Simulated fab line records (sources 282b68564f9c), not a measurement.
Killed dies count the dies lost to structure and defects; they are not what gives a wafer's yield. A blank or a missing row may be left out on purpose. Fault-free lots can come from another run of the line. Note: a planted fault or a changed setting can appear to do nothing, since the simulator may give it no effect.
fab line records	flow ritCmos
[record] lots = 13	wafers = 39	lastDay = 7
route steps=202 shown NWELL@37 SILICIDE@165 M1@184
lots untouched by any fault: they come from a run of this same line in which no faults occurred
startH: hours from the record's first day to the start of the lot's first wafer shown	waitH: how many hours have passed since the lot's step before this one	" the same as in the row above	L1.1+2: several wafers, shown together as one row	- value missing, or start not given	* or withheld: withheld	< > ~ a bound
route shown NAME@n: NAME is a module with steps in the file, n the number in the route of the first one	usual: mean/standard deviation of fault-free wafers	same: alike in all rows	chamber/n: place in a boat	sites: the reading at each site	_std_site: standard deviation across them	_edge_site: mean of outer sites minus mean of inner sites	radiusMm: for every site, how far away it sits from the centre of the wafer	mask NAME#n: copy n	behind: the tool/chamber that last shaped the wafer	hold: why the lot was held/for how many hours/how that ended	device: names the non-switching transistor (n, p or np)	end of line: the tests these same wafers got at the end of their route	step lacking rows: just its recipe	killed: dies that structure and defects cost at the first sort, which is not the same as the wafer's yield	map: per-die view of a wafer (x killed, . not killed, _ where there is no die)
set.NAME: setting as actually run; set.NAME@STEP: the setting as run at that earlier step	model.NAME: the simulator's own value behind a step, which no gauge read
the route's steps for a sample of lots (tables are steps, rows are wafers)
services: a tool's chamber out of use, with start hour (startH, from the record's first day; less than 0 if before it), hours out, and reason
[[steps]]
[step RIT_NWELL_STRIP_09]
[recipe] chemistry = O2	timeS = 180	resist = NOVOLAK	platenTempC = withheld	powerW = 500	pressureMtorr = 4000	o2FlowSccm = 4000
[usual] drypumpMotorCurrentA = 5.6/0.33
lot.wafer	tool	chamber	startH	waitH	drypumpMotorCurrentA	rfHoursCounterH
L814.4	plasmaAsher-02	0	23.72	0.1	5.2	-
L814.5	"	0	"	"	5.2	-
L814.6	"	1	"	"	6.1	-
L816.1	plasmaAsher-01	0	35.52	0.1	5.4	40
L816.2	"	1	"	"	5.5	40
L816.4	"	1	"	"	5.5	-
L817.3	plasmaAsher-02	1	37.03	0.1	6.0	-
L817.4	"	0	"	"	5.1	-
L817.6	"	0	"	"	5.1	-
L819.2	plasmaAsher-02	1	49.01	0.1	6.0	41
L819.3	"	1	"	"	6.0	-
L819.4	"	0	"	"	5.2	-
L820.2	plasmaAsher-03	0	53.52	0.1	5.5	39
L820.3	"	0	"	"	5.5	-
L820.5	"	0	"	"	5.5	-
L821.1	plasmaAsher-01	1	57.02	0.1	5.5	43
L821.2	"	0	"	"	5.3	43
L821.5	"	1	"	"	5.5	-
L823.2	plasmaAsher-01	1	68.48	0.1	5.5	44
L823.5	"	0	"	"	5.3	-
L823.6	"	1	"	"	5.5	-
L824.1	plasmaAsher-01	0	74.34	0.1	5.3	45
L824.3	"	1	"	"	5.5	-
L824.4	"	0	"	"	5.3	-
L825.2	plasmaAsher-02	0	77.15	0.1	5.1	44
L825.4	"	1	"	"	6.0	-
L825.6	"	1	"	"	6.0	-
L826.1	plasmaAsher-01	1	82.13	0.1	5.5	45
L826.3	"	1	"	"	5.5	-
L826.5	"	0	"	"	5.3	-
L830.1	plasmaAsher-02	1	103.77	0.1	6.0	47
L830.2	"	0	"	"	5.2	47
L830.6	"	0	"	"	5.1	-
L833.2	plasmaAsher-01	0	118.36	0.1	5.3	0
L833.4	"	1	"	"	5.5	-
L833.6	"	0	"	"	5.3	-
L837.1	plasmaAsher-01	1	137.45	0.1	5.5	2
L837.3	"	0	"	"	5.4	-
L837.4	"	1	"	"	5.5	-
[step RIT_SILICIDE_RTA_04]
[recipe] tempC = 650	timeS = 10	idleTempC = 25	rampUpS = 5	rampDownS = 5	coolToC = 25	ambient = N2
[usual] wafer_temp_C_max = 653.3/0.69
lot.wafer	tool	chamber	startH	waitH	wafer_temp_C_max
L814.4	rtpAnneal-02	0	58.31	0.1	652.9
L814.5	"	0	"	"	653.8
L814.6	"	0	"	"	653.2
L816.1	rtpAnneal-01	0	67.72	0.1	653.6
L816.2	"	0	"	"	653.6
L816.4	"	0	"	"	653.4
L817.3	rtpAnneal-02	0	67.85	0.1	653.3
L817.4	"	0	"	"	653.3
L817.6	"	0	"	"	654.6
L819.2	rtpAnneal-01	0	81.42	0.1	653.3
L819.3	"	0	"	"	652.4
L819.4	"	0	"	"	652.7
L820.2	rtpAnneal-02	0	85.88	0.1	653.8
L820.3	"	0	"	"	652.4
L820.5	"	0	"	"	653.4
L821.1	rtpAnneal-01	0	90.99	0.1	653.2
L821.2	"	0	"	"	652.9
L821.5	"	0	"	"	652.9
L823.2	rtpAnneal-01	0	103.39	0.1	652.6
L823.5	"	0	"	"	653.6
L823.6	"	0	"	"	652.6
L824.1	rtpAnneal-02	0	106.38	0.1	653.9
L824.3	"	0	"	"	651.8
L824.4	"	0	"	"	651.8
L825.2	rtpAnneal-01	0	112.47	0.1	654.3
L825.4	"	0	"	"	652.8
L825.6	"	0	"	"	653.2
L826.1	rtpAnneal-02	0	115.66	0.1	653.3
L826.3	"	0	"	"	653.3
L826.5	"	0	"	"	653.0
L830.1	rtpAnneal-02	0	136.68	0.1	652.6
L830.2	"	0	"	"	653.7
L830.6	"	0	"	"	653.3
L833.2	rtpAnneal-01	0	152.10	0.1	654.4
L833.4	"	0	"	"	653.1
L833.6	"	0	"	"	654.4
L837.1	rtpAnneal-01	0	170.63	0.1	654.4
L837.3	"	0	"	"	655.0
L837.4	"	0	"	"	653.8
[step RIT_SILICIDE_RTA_06]
[recipe] tempC = 750	timeS = 10	idleTempC = 25	rampUpS = 5	rampDownS = 10	coolToC = 25	ambient = N2
[usual] wafer_temp_C_max = 753.8/0.76
lot.wafer	tool	chamber	startH	waitH	wafer_temp_C_max
L814.4	rtpAnneal-01	0	58.42	0.0	754.6
L814.5	"	0	"	"	753.6
L814.6	"	0	"	"	754.1
L816.1	rtpAnneal-01	0	67.83	0.0	753.0
L816.2	"	0	"	"	753.7
L816.4	"	0	"	"	754.0
L817.3	rtpAnneal-02	0	67.97	0.0	752.9
L817.4	"	0	"	"	752.7
L817.6	"	0	"	"	754.7
L819.2	rtpAnneal-02	0	81.53	0.0	753.8
L819.3	"	0	"	"	753.9
L819.4	"	0	"	"	753.2
L820.2	rtpAnneal-01	0	85.99	0.0	753.3
L820.3	"	0	"	"	753.6
L820.5	"	0	"	"	753.7
L821.1	rtpAnneal-02	0	91.10	0.0	753.4
L821.2	"	0	"	"	754.8
L821.5	"	0	"	"	753.2
L823.2	rtpAnneal-02	0	103.50	0.0	753.9
L823.5	"	0	"	"	754.1
L823.6	"	0	"	"	753.6
L824.1	rtpAnneal-01	0	106.49	0.0	753.4
L824.3	"	0	"	"	753.5
L824.4	"	0	"	"	752.8
L825.2	rtpAnneal-02	0	112.58	0.0	753.7
L825.4	"	0	"	"	753.4
L825.6	"	0	"	"	753.5
L826.1	rtpAnneal-01	0	115.77	0.0	754.4
L826.3	"	0	"	"	755.7
L826.5	"	0	"	"	754.0
L830.1	rtpAnneal-01	0	136.79	0.0	753.5
L830.2	"	0	"	"	753.2
L830.6	"	0	"	"	753.3
L833.2	rtpAnneal-02	0	152.21	0.0	754.4
L833.4	"	0	"	"	753.0
L833.6	"	0	"	"	754.0
L837.1	rtpAnneal-02	0	170.74	0.0	753.5
L837.3	"	0	"	"	753.9
L837.4	"	0	"	"	754.1
[step RIT_M1_SPUTTER_00]
[recipe] material = Al	targetThkNm = 400	powerW = 2000	chamberPressurePa = 0.4	gas = Ar	timeS = 500	substrateTempC = 25
[usual] chamberPressurePa = 0.4000/0.00076	throttleValvePct = 30.1/0.58
lot.wafer	tool	chamber	startH	waitH	chamberPressurePa	throttleValvePct
L814.4	pvdSputter-02	-	60.91	0.0	0.4008	29.3
L814.5	"	-	"	"	0.3995	29.1
L814.6	"	-	"	"	0.3998	30.1
L816.1	pvdSputter-03	-	70.14	0.0	0.4001	30.7
L816.2	"	-	"	"	0.3998	30.2
L816.4	"	-	"	"	0.4011	29.9
L817.3	pvdSputter-02	-	70.38	0.0	0.4003	29.7
L817.4	"	-	"	"	0.4000	28.9
L817.6	"	-	"	"	0.3995	30.2
L819.2	pvdSputter-02	-	84.03	0.0	0.3991	29.4
L819.3	"	-	"	"	0.4004	28.8
L819.4	"	-	"	"	0.3991	29.8
L820.2	pvdSputter-03	-	88.41	0.0	0.3995	29.7
L820.3	"	-	"	"	0.3989	29.6
L820.5	"	-	"	"	0.3990	30.1
L821.1	pvdSputter-04	-	93.40	0.0	0.3997	31.1
L821.2	"	-	"	"	0.3995	30.5
L821.5	"	-	"	"	0.4010	31.1
L823.2	pvdSputter-03	-	105.91	0.0	0.3996	30.0
L823.5	"	-	"	"	0.3993	30.4
L823.6	"	-	"	"	0.3994	30.1
L824.1	pvdSputter-02	-	108.90	0.0	0.4007	29.5
L824.3	"	-	"	"	0.4003	30.2
L824.4	"	-	"	"	0.3995	28.9
L825.2	pvdSputter-03	-	114.86	0.0	0.4004	30.0
L825.4	"	-	"	"	0.4009	30.0
L825.6	"	-	"	"	0.4000	30.3
L826.1	pvdSputter-02	-	118.30	0.0	0.4016	29.7
L826.3	"	-	"	"	0.3987	29.2
L826.5	"	-	"	"	0.3982	28.9
L830.1	pvdSputter-02	-	139.10	0.0	0.4002	29.8
L830.2	"	-	"	"	0.3995	30.0
L830.6	"	-	"	"	0.4010	29.4
L833.2	pvdSputter-03	-	154.65	0.0	0.4000	29.7
L833.4	"	-	"	"	0.4000	30.6
L833.6	"	-	"	"	0.3993	29.8
L837.1	pvdSputter-03	-	173.35	0.0	0.3994	30.7
L837.3	"	-	"	"	0.3993	29.9
L837.4	"	-	"	"	0.3989	30.3
[step RIT_M1_RS_MEAS_01]
[recipe] thkMeasGauge = four-point-probe	reads = Al_of_M1_SPUTTER_00
[usual] M1_AL_RS = 0.0731/0.00081
lot.wafer	tool	chamber	startH	waitH	M1_AL_RS[ohm/sq]
L814.4	filmMetro-02	-	61.27	0.2	0.0740
L814.5	"	-	"	"	0.0748
L814.6	"	-	"	"	0.0746
L816.1	filmMetro-03	-	70.43	0.1	0.0726
L816.2	"	-	"	"	0.0730
L816.4	"	-	"	"	0.0743
L817.3	filmMetro-02	-	70.72	0.2	0.0725
L817.4	"	-	"	"	0.0725
L817.6	"	-	"	"	0.0727
L819.2	filmMetro-04	-	84.34	0.2	0.0740
L819.3	"	-	"	"	0.0736
L819.4	"	-	"	"	0.0737
L820.2	filmMetro-03	-	88.72	0.2	0.0735
L820.3	"	-	"	"	0.0731
L820.5	"	-	"	"	0.0737
L821.1	filmMetro-04	-	93.70	0.1	0.0729
L821.2	"	-	"	"	0.0730
L821.5	"	-	"	"	0.0726
L823.2	filmMetro-02	-	106.22	0.2	0.0718
L823.5	"	-	"	"	0.0721
L823.6	"	-	"	"	0.0720
L824.1	filmMetro-04	-	109.20	0.1	0.0727
L824.3	"	-	"	"	0.0727
L824.4	"	-	"	"	0.0731
L825.2	filmMetro-02	-	115.17	0.2	0.0722
L825.4	"	-	"	"	0.0721
L825.6	"	-	"	"	0.0725
L826.1	filmMetro-04	-	118.60	0.1	0.0788
L826.3	"	-	"	"	0.0730
L826.5	"	-	"	"	0.0730
L830.1	filmMetro-03	-	139.39	0.1	0.0812
L830.2	"	-	"	"	0.0734
L830.6	"	-	"	"	0.0741
L833.2	filmMetro-04	-	154.96	0.2	0.0728
L833.4	"	-	"	"	0.0725
L833.6	"	-	"	"	0.0731
L837.1	filmMetro-03	-	173.65	0.1	0.0734
L837.3	"	-	"	"	0.0747
L837.4	"	-	"	"	0.0737
[step RIT_M1_THK_MEAS_02]
[recipe] thkMeasGauge = xrf	reads = Al_of_M1_SPUTTER_00
[usual] M1_AL_THK = 400/4.6
lot.wafer	tool	chamber	startH	waitH	M1_AL_THK[nm]
L814.4	filmMetro-02	-	61.36	0.1	398
L814.5	"	-	"	"	392
L814.6	"	-	"	"	389
L816.1	filmMetro-03	-	70.55	0.1	405
L816.2	"	-	"	"	403
L816.4	"	-	"	"	392
L817.3	filmMetro-02	-	70.82	0.1	405
L817.4	"	-	"	"	404
L817.6	"	-	"	"	403
L819.2	filmMetro-04	-	84.45	0.1	394
L819.3	"	-	"	"	399
L819.4	"	-	"	"	394
L820.2	filmMetro-03	-	88.83	0.1	399
L820.3	"	-	"	"	399
L820.5	"	-	"	"	397
L821.1	filmMetro-04	-	93.82	0.1	401
L821.2	"	-	"	"	400
L821.5	"	-	"	"	404
L823.2	filmMetro-02	-	106.33	0.1	408
L823.5	"	-	"	"	406
L823.6	"	-	"	"	407
L824.1	filmMetro-04	-	109.32	0.1	401
L824.3	"	-	"	"	404
L824.4	"	-	"	"	399
L825.2	filmMetro-02	-	115.28	0.1	405
L825.4	"	-	"	"	403
L825.6	"	-	"	"	401
L826.1	filmMetro-04	-	118.72	0.1	373
L826.3	"	-	"	"	403
L826.5	"	-	"	"	405
L830.1	filmMetro-03	-	139.51	0.1	363
L830.2	"	-	"	"	402
L830.6	"	-	"	"	395
L833.2	filmMetro-04	-	155.07	0.1	401
L833.4	"	-	"	"	404
L833.6	"	-	"	"	403
L837.1	filmMetro-03	-	173.77	0.1	402
L837.3	"	-	"	"	394
L837.4	"	-	"	"	402
[step RIT_M1_METAL_ETCH_12]
[recipe] stopOn = SiO2	chemistry = Cl2/BCl3	target = Al	timeS = 165	overEtchFrac = 0.5	pressureMtorr = 100	targetDepthA = 6000	rfW = 250	Cl2_flow_sccm = 60	bcl3FlowSccm = 50
[usual] drypumpMotorCurrentA = 5.4/0.33	oesProductAu = 0.779/0.012	throttleValvePct = 8.25/0.13
lot.wafer	tool	chamber	startH	waitH	drypumpMotorCurrentA	oesProductAu	rfHoursCounterH	throttleValvePct
L814.4	rieMetal-04	0	62.73	0.1	5.8	0.770	-	8.34
L814.5	"	0	"	"	5.8	0.765	-	8.34
L814.6	"	1	"	"	5.4	0.752	-	8.23
L816.1	rieMetal-01	0	72.02	0.2	5.7	0.792	33	7.97
L816.2	"	1	"	"	5.2	0.790	33	8.31
L816.4	"	0	"	"	5.7	0.785	-	7.96
L817.3	rieMetal-04	1	72.39	0.2	5.3	0.764	-	8.25
L817.4	"	0	"	"	5.8	0.766	-	8.34
L817.6	"	0	"	"	5.8	0.776	-	8.35
L819.2	rieMetal-01	1	85.79	0.2	5.2	0.779	33	8.30
L819.3	"	0	"	"	5.7	0.794	-	7.97
L819.4	"	1	"	"	5.2	0.784	-	8.30
L820.2	rieMetal-04	1	90.17	0.2	5.4	0.769	3	8.25
L820.3	"	0	"	"	5.8	0.770	-	8.34
L820.5	"	0	"	"	5.8	0.769	-	8.35
L821.1	rieMetal-03	0	95.16	0.2	4.9	0.799	1	8.25
L821.2	"	1	"	"	5.6	0.775	1	8.35
L821.5	"	0	"	"	4.9	0.789	-	8.26
L823.2	rieMetal-04	1	107.84	0.2	5.3	0.769	3	8.23
L823.5	"	0	"	"	5.8	0.778	-	8.35
L823.6	"	1	"	"	5.3	0.766	-	8.23
L824.1	rieMetal-03	0	110.79	0.2	4.9	0.790	1	8.24
L824.3	"	0	"	"	4.9	0.792	-	8.25
L824.4	"	1	"	"	5.7	0.775	-	8.36
L825.2	rieMetal-01	1	116.92	0.2	5.2	0.794	34	8.32
L825.4	"	0	"	"	5.7	0.806	-	7.96
L825.6	"	0	"	"	5.7	0.799	-	7.98
L826.1	rieMetal-04	1	120.06	0.2	5.3	0.730	3	8.24
L826.3	"	1	"	"	5.3	0.762	-	8.25
L826.5	"	1	"	"	5.3	0.772	-	8.24
L830.1	rieMetal-03	0	140.98	0.2	4.9	0.745	2	8.23
L830.2	"	1	"	"	5.6	0.769	2	8.36
L830.6	"	0	"	"	4.9	0.786	-	8.25
L833.2	rieMetal-01	0	156.83	0.2	5.8	0.783	0	7.97
L833.4	"	0	"	"	5.7	0.774	-	7.96
L833.6	"	0	"	"	5.7	0.780	-	7.94
L837.1	rieMetal-04	1	175.24	0.2	5.3	0.764	4	8.23
L837.3	"	1	"	"	5.3	0.753	-	8.24
L837.4	"	0	"	"	5.8	0.770	-	8.35
[step RIT_M1_PROBE_99]
[usual] defectLimitedYield = 97.4/1.2	killed_at_M0_to_M3 = 0.0/0.12	killedAtContacts = 0.1/0.27	killedAtFrontEnd = 7/3.1	killedDies = 7/3.1	killedOnRim = 1.8/1.5	killedOpen = 3.3/2.1	killedShort = 3.5/2	sort_bin_3_pad_short = 0.1/0.21	sort_bin_5_function = 1.5/0.83	sort_bin_6_memory = 1.0/0.65	sortNPass = 257/3.1	sortYieldPct = 97.4/1.2
[same] grossDies = 264	killed_at_M4_up = 0	killedAtBackSide = 0	killedAtOther = 0
lot.wafer	tool	chamber	startH	waitH	defectLimitedYield[%]	killed_at_M0_to_M3	killedAtContacts	killedAtFrontEnd	killedDies	killedOnRim	killedOpen	killedShort	sort_bin_3_pad_short[%]	sort_bin_5_function[%]	sort_bin_6_memory[%]	sortNPass	sortYieldPct[%]
L814.4	prober-02	-	65.09	0.2	97.3	0	0	7	7	0	3	4	0	1.1	1.5	257	97.3
L814.5	prober-02	-	65.14	0.2	97.0	0	0	8	8	3	5	3	0	1.9	1.1	256	97.0
L814.6	prober-02	-	65.19	0.2	96.2	0	0	10	10	3	5	5	0.4	1.9	1.5	254	96.2
L816.1	prober-02	-	74.29	0.1	95.8	0	0	11	11	4	5	6	0	2.3	1.9	253	95.8
L816.2	prober-02	-	74.34	0.1	97.3	0	0	7	7	1	3	4	0	2.3	0.4	257	97.3
L816.4	prober-02	-	74.44	0.2	98.1	1	0	4	5	0	4	1	0	1.5	0.4	259	98.1
L817.3	prober-01	-	75.89	0.2	98.1	0	0	5	5	0	2	3	0	0.8	1.1	259	98.1
L817.4	prober-01	-	75.94	0.2	96.2	0	0	10	10	3	6	4	0.4	1.5	1.9	254	96.2
L817.6	prober-01	-	76.04	0.2	97.7	0	0	6	6	2	4	2	0	0.4	1.9	258	97.7
L819.2	prober-01	-	88.09	0.1	100.0	0	0	0	0	0	0	0	0	0	0	264	100.0
L819.3	prober-01	-	88.14	0.2	97.7	0	1	5	6	2	2	3	0	1.1	1.1	258	97.7
L819.4	prober-01	-	88.19	0.2	98.1	0	1	4	5	1	2	2	0	1.1	0.8	259	98.1
L820.2	prober-02	-	92.49	0.1	97.3	0	0	7	7	2	4	3	0.4	1.1	1.1	257	97.3
L820.3	prober-02	-	92.54	0.2	95.8	0	0	11	11	6	3	8	0.8	1.9	1.5	253	95.8
L820.5	prober-02	-	92.64	0.2	95.8	0	0	11	11	3	4	7	0	2.7	1.5	253	95.8
L821.1	prober-01	-	97.42	0.1	98.1	0	0	5	5	2	3	2	0	0.8	1.1	259	98.1
L821.2	prober-01	-	97.47	0.1	97.0	0	0	8	8	0	4	4	0.4	1.9	0.8	256	97.0
L821.5	prober-01	-	97.62	0.2	97.0	0	0	8	8	1	6	2	0.4	1.5	1.1	256	97.0
L823.2	prober-01	-	110.14	0.1	97.3	0	0	7	7	2	1	6	0	1.9	0.8	257	97.3
L823.5	prober-01	-	110.29	0.2	95.5	0	0	12	12	5	8	4	0	2.7	1.9	252	95.5
L823.6	prober-01	-	110.34	0.2	97.0	0	0	8	8	1	3	5	0.8	1.9	0.4	256	97.0
L824.1	prober-02	-	113.07	0.1	98.1	0	0	5	5	2	2	2	0	1.5	0.4	259	98.1
L824.3	prober-02	-	113.17	0.2	98.9	0	0	3	3	0	2	1	0	1.1	0	261	98.9
L824.4	prober-02	-	113.22	0.2	98.5	0	0	4	4	2	1	3	0.4	0.4	0.8	260	98.5
L825.2	prober-01	-	119.23	0.1	97.7	0	0	6	6	1	1	5	0	1.5	0.8	258	97.7
L825.4	prober-01	-	119.33	0.2	95.1	0	0	13	13	6	7	6	0	2.3	2.7	251	95.1
L825.6	prober-01	-	119.43	0.2	97.7	0	0	6	6	1	4	2	0	1.9	0.4	258	97.7
L826.1	prober-02	-	122.32	0.1	97.0	0	1	7	8	1	3	5	0	1.5	1.5	256	97.0
L826.3	prober-02	-	122.42	0.2	97.0	0	0	8	8	3	6	2	0	1.9	1.1	256	97.0
L826.5	prober-02	-	122.52	0.2	97.3	0	0	7	7	0	4	3	0	0.4	2.3	257	97.3
L830.1	prober-02	-	143.23	0.1	97.0	0	0	8	8	2	3	5	0	2.3	0.8	256	97.0
L830.2	prober-02	-	143.28	0.1	96.6	0	0	9	9	3	2	7	0.4	1.5	1.5	255	96.6
L830.6	prober-02	-	143.48	0.2	98.1	0	0	5	5	1	4	1	0	0.8	1.1	259	98.1
L833.2	prober-01	-	159.14	0.1	97.7	0	0	6	6	1	4	2	0	1.1	1.1	258	97.7
L833.4	prober-01	-	159.24	0.2	98.9	0	0	3	3	0	1	2	0	1.1	0	261	98.9
L833.6	prober-01	-	159.34	0.2	97.3	0	0	7	7	3	4	3	0	1.9	0.8	257	97.3
L837.1	prober-02	-	177.49	0.1	97.7	0	0	6	6	2	4	2	0	1.5	0.8	258	97.7
L837.3	prober-02	-	177.59	0.2	98.5	0	0	4	4	0	3	1	0	1.5	0	260	98.5
L837.4	prober-02	-	177.64	0.2	96.2	0	0	10	10	4	3	7	0.8	1.1	1.9	254	96.2
// killed by level:class
L814.4 GATE:geometricParticle:short=4 SILICIDE:geometricParticle:open=2 REOX:geometricParticle:open=1
L814.5 GATE:geometricParticle:open=3 GATE:geometricParticle:short=2 SPACER:geometricParticle:open=2 FOX1:geometricParticle:short=1
L814.6 GATE:geometricParticle:open=4 GATE:geometricParticle:short=3 SPACER:geometricParticle:short=1 SILICIDE:geometricParticle:short=1 SILICIDE:geometricParticle:open=1
L816.1 FOX1:geometricParticle:short=2 GATE:geometricParticle:short=2 GATE:geometricParticle:open=2 SPACER:geometricParticle:short=2 FOX1:geometricParticle:open=1 REOX:geometricParticle:open=1 SPACER:geometricParticle:open=1
L816.2 FOX1:geometricParticle:short=3 FOX1:geometricParticle:open=2 GATE:geometricParticle:open=1 SPACER:geometricParticle:short=1
L816.4 REOX:geometricParticle:open=3 GATE:geometricParticle:open=1 M1:geometricParticle:short=1
L817.3 FOX2:geometricParticle:short=1 GATE:geometricParticle:open=1 GATE:geometricParticle:short=1 SPACER:geometricParticle:open=1 SILICIDE:geometricParticle:short=1
L817.4 FOX2:geometricParticle:open=2 FOX2:geometricParticle:short=2 REOX:geometricParticle:open=2 FOX1:geometricParticle:short=1 GATE:geometricParticle:short=1 SPACER:geometricParticle:open=1 SILICIDE:geometricParticle:open=1
L817.6 FOX1:geometricParticle:open=1 FOX2:geometricParticle:open=1 GATE:geometricParticle:short=1 GATE:geometricParticle:open=1 REOX:geometricParticle:open=1 SPACER:geometricParticle:short=1
L819.3 GATE:geometricParticle:short=2 FOX1:geometricParticle:short=1 FOX1:geometricParticle:open=1 SILICIDE:geometricParticle:open=1 CONTACT:coatMicrobubblePrinted=1
L819.4 GATE:geometricParticle:open=1 REOX:geometricParticle:open=1 SPACER:geometricParticle:short=1 SILICIDE:geometricParticle:short=1 CONTACT:coatMicrobubblePrinted=1
L820.2 FOX1:geometricParticle:open=1 FOX1:geometricParticle:short=1 FOX2:geometricParticle:open=1 GATE:geometricParticle:open=1 REOX:geometricParticle:short=1 SILICIDE:geometricParticle:short=1 SILICIDE:geometricParticle:open=1
L820.3 FOX1:geometricParticle:short=2 FOX2:geometricParticle:short=2 REOX:geometricParticle:short=2 SPACER:geometricParticle:short=2 FOX1:geometricParticle:open=1 FOX2:geometricParticle:open=1 GATE:geometricParticle:open=1
L820.5 GATE:geometricParticle:short=4 GATE:geometricParticle:open=2 REOX:geometricParticle:short=2 SILICIDE:geometricParticle:open=2 FOX1:geometricParticle:short=1
L821.1 GATE:geometricParticle:open=1 GATE:geometricParticle:short=1 REOX:geometricParticle:short=1 SPACER:geometricParticle:open=1 SILICIDE:geometricParticle:open=1
L821.2 GATE:geometricParticle:open=2 REOX:geometricParticle:short=2 FOX1:geometricParticle:open=1 FOX1:geometricParticle:short=1 FOX2:geometricParticle:short=1 REOX:geometricParticle:open=1
L821.5 SILICIDE:geometricParticle:open=3 REOX:geometricParticle:open=2 REOX:geometricParticle:short=1 SPACER:geometricParticle:short=1 SPACER:geometricParticle:open=1
L823.2 FOX2:geometricParticle:short=2 GATE:geometricParticle:short=2 SPACER:geometricParticle:short=2 REOX:geometricParticle:open=1
L823.5 FOX2:geometricParticle:short=2 FOX2:geometricParticle:open=2 SILICIDE:geometricParticle:open=2 FOX1:geometricParticle:open=1 GATE:geometricParticle:open=1 REOX:geometricParticle:open=1 SPACER:geometricParticle:open=1 SPACER:geometricParticle:short=1
L823.6 REOX:geometricParticle:short=2 FOX2:geometricParticle:open=1 FOX2:geometricParticle:short=1 GATE:geometricParticle:open=1 GATE:geometricParticle:short=1 SPACER:geometricParticle:short=1 SILICIDE:geometricParticle:open=1
L824.1 FOX2:geometricParticle:open=1 GATE:geometricParticle:short=1 REOX:geometricParticle:short=1 SILICIDE:geometricParticle:open=1 NRETRO:coatMicrobubblePrinted=1
L824.3 FOX1:geometricParticle:short=1 REOX:geometricParticle:open=1 SILICIDE:geometricParticle:open=1
L824.4 GATE:geometricParticle:short=2 GATE:geometricParticle:open=1 SPACER:geometricParticle:short=1
L825.2 GATE:geometricParticle:short=2 FOX1:geometricParticle:short=1 FOX1:geometricParticle:open=1 REOX:geometricParticle:short=1 SILICIDE:geometricParticle:short=1
L825.4 GATE:geometricParticle:open=3 SPACER:geometricParticle:open=3 FOX2:geometricParticle:short=2 GATE:geometricParticle:short=2 SILICIDE:geometricParticle:short=2 SILICIDE:geometricParticle:open=1
L825.6 FOX1:geometricParticle:open=3 FOX1:geometricParticle:short=1 GATE:geometricParticle:short=1 SPACER:geometricParticle:open=1
L826.1 ACTIVE:geometricParticle:open=1 FOX1:geometricParticle:short=1 FOX2:geometricParticle:open=1 GATE:geometricParticle:short=1 SPACER:geometricParticle:short=1 SILICIDE:geometricParticle:short=1 SILICIDE:geometricParticle:open=1 CONTACT:geometricParticle:short=1
L826.3 SPACER:geometricParticle:open=3 FOX1:geometricParticle:open=1 GATE:geometricParticle:open=1 SPACER:geometricParticle:short=1 SILICIDE:geometricParticle:open=1 SILICIDE:geometricParticle:short=1
L826.5 SILICIDE:geometricParticle:open=3 REOX:geometricParticle:short=2 FOX2:geometricParticle:short=1 FOX2:geometricParticle:open=1
L830.1 GATE:geometricParticle:short=3 GATE:geometricParticle:open=2 FOX1:geometricParticle:open=1 SPACER:geometricParticle:short=1 SILICIDE:geometricParticle:short=1
L830.2 GATE:geometricParticle:short=2 REOX:geometricParticle:open=2 SPACER:geometricParticle:short=2 FOX1:geometricParticle:short=1 FOX2:geometricParticle:short=1 REOX:geometricParticle:short=1
L830.6 SPACER:geometricParticle:open=2 ACTIVE:geometricParticle:open=1 FOX1:geometricParticle:open=1 GATE:geometricParticle:short=1
L833.2 FOX2:geometricParticle:open=2 FOX1:geometricParticle:open=1 FOX1:geometricParticle:short=1 REOX:geometricParticle:short=1 SILICIDE:geometricParticle:open=1
L833.4 GATE:geometricParticle:short=1 REOX:geometricParticle:open=1 SILICIDE:geometricParticle:short=1
L833.6 FOX1:geometricParticle:open=1 FOX1:geometricParticle:short=1 GATE:geometricParticle:open=1 REOX:geometricParticle:short=1 REOX:geometricParticle:open=1 SILICIDE:geometricParticle:open=1 SILICIDE:geometricParticle:short=1
L837.1 FOX2:geometricParticle:short=2 GATE:geometricParticle:open=2 FOX1:geometricParticle:open=1 SILICIDE:geometricParticle:open=1
L837.3 FOX1:geometricParticle:open=1 FOX2:geometricParticle:open=1 GATE:geometricParticle:short=1 REOX:geometricParticle:open=1
L837.4 GATE:geometricParticle:short=3 GATE:geometricParticle:open=2 SPACER:geometricParticle:short=2 FOX1:geometricParticle:short=1 SILICIDE:geometricParticle:short=1 SILICIDE:geometricParticle:open=1
[[services]]
tool	chamber	startH	hours	kind
rieMetal-03	0	14.38	-	clean
rieMetal-03	1	14.38	-	clean
pvdSputter-04	-	67.49	6.4	repair
pvdSputter-02	-	85.12	10.3	repair
plasmaAsher-01	-	103.58	5.6	repair
plasmaAsher-01	-	109.20	9.0	pm
plasmaAsher-01	0	109.20	9.0	ventCycle
plasmaAsher-01	1	109.20	9.0	ventCycle
plasmaAsher-01	0	118.20	-	clean
plasmaAsher-01	1	118.20	-	clean
plasmaAsher-02	-	128.81	0.6	repair
plasmaAsher-03	-	131.59	4.5	repair
pvdSputter-03	-	133.95	0.5	repair
rieMetal-01	-	136.12	20.0	pm
rieMetal-01	0	136.12	20.0	ventCycle
rieMetal-01	1	136.12	20.0	ventCycle
pvdSputter-04	-	138.15	4.2	repair
rieMetal-01	0	156.12	-	clean
rieMetal-01	1	156.12	-	clean
plasmaAsher-03	-	163.29	0.5	repair
[[key]]
[firstSign] step = RIT_M1_RS_MEAS_01	reading = M1_AL_RS	direction = up	sigmas = 8.4	usual = 0.0731	struck = 0.0800
[effect] step = RIT_M1_THK_MEAS_02	reading = M1_AL_THK	direction = down	sigmas = 7.1	usual = 400	struck = 368
[effect] step = RIT_M1_METAL_ETCH_12	reading = oesProductAu	direction = down	sigmas = 3.4	usual = 0.779	struck = 0.737
metAt RIT_M1_SPUTTER_00
struckLots L826,L830
struckWafers L826.1,L830.1
notActingAt RIT_NWELL_STRIP_09,RIT_SILICIDE_RTA_04,RIT_SILICIDE_RTA_06
onsetBetween 84.03 118.30
[fault] kind = processParameterDrift	tool = pvdSputter-02	chamber = -	onsetH = 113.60	steps = RIT_M1_SPUTTER_00	channel = targetThkNm	offset = -33.858	shape = step	endH = 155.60	actsIn = theseRecipesOnly	stated = 400	scope = struckWafersOnly
